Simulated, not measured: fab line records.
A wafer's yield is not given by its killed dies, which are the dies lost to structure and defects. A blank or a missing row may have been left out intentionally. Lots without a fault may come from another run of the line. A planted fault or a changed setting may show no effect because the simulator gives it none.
Which tool did it?	flow berkeley-cmos170	7 lots, 21 wafers sampled, at 3 steps of a route of 331

== WHAT EACH GAUGE READ, for each wafer ==
UCB170_FIELD_THK_MEAS_02.
lot	measured	on	FIELD_OXIDE_THK (nm)
L912	day 5 09:07	film-metro-04	582 583 579
L915	day 5 22:32	film-metro-02	543 547 545
L919	day 6 13:52	film-metro-02	551 545 546
L920	day 6 21:02	film-metro-01	555 564 564
L922	day 7 20:53	film-metro-02	578 582 579
L925	day 8 03:14	film-metro-01	559 558 564
L926	day 8 15:10	film-metro-01	662 672 674

== WHAT TOOL EACH LOT RAN ON (gives the tool, then ch and the chambers of the sampled wafers, and finally the start) ==
lot	UCB170_PWELL_STRIP_16	UCB170_FIELD_OXIDATION_01
L912	plasma-asher-01 ch 0, day 3 16:36	furnace-01 ch 0, day 5 06:07
L915	plasma-asher-02 ch 0,1, day 4 07:17	furnace-04 ch 0, day 5 19:31
L919	plasma-asher-04 ch 0,1, day 4 18:15	furnace-02 ch 0, day 6 10:52
L920	plasma-asher-01 ch 0,1, day 5 04:20	furnace-01 ch 0, day 6 18:01
L922	plasma-asher-02 ch 0, day 6 00:26	furnace-01 ch 0, day 7 17:53
L925	plasma-asher-02 ch 0,1, day 6 05:40	furnace-04 ch 0, day 8 00:14
L926	plasma-asher-01 ch 0,1, day 6 17:56	furnace-01 ch 0, day 8 12:10
- UCB170_PWELL_STRIP_16: strips in O2.
- UCB170_FIELD_OXIDATION_01: target thk 558.3 nm, ox time 7200 s.

== THE ANSWER, worked out from the rows above alone ==
Rule: the usual values come from the lots themselves. Put in order of their means at a reading, lots are off if they are a third of the lots or fewer, leave a main group of 4 or more, and stand apart from it by a gap of 3 or more times the standard deviation of the main group's means; of several such gaps the widest counts. A main group whose means are all the same, to the digits that the tables above print for the reading, isn't used. A lot without any number at a reading at which 4 lots or more have one is off too. Where the step has rows for the other lots, those lots are counted as sound.
Off: L926, at UCB170_FIELD_THK_MEAS_02 (FIELD_OXIDE_THK). The main group has a mean of 562 nm with a standard deviation of 14.
If a tool, at a process step before that reading, ran all the lots that are off and no sound lot after the first of them, it fits. Gauges at UCB170_FIELD_THK_MEAS_02: tried the same way as those tools. Can't be told from this: 3 tools fit, plasma-asher-01 at UCB170_PWELL_STRIP_16, furnace-01 at UCB170_FIELD_OXIDATION_01, film-metro-01 at UCB170_FIELD_THK_MEAS_02.

== WHAT WAS PUT IN BY THE SIMULATOR ==
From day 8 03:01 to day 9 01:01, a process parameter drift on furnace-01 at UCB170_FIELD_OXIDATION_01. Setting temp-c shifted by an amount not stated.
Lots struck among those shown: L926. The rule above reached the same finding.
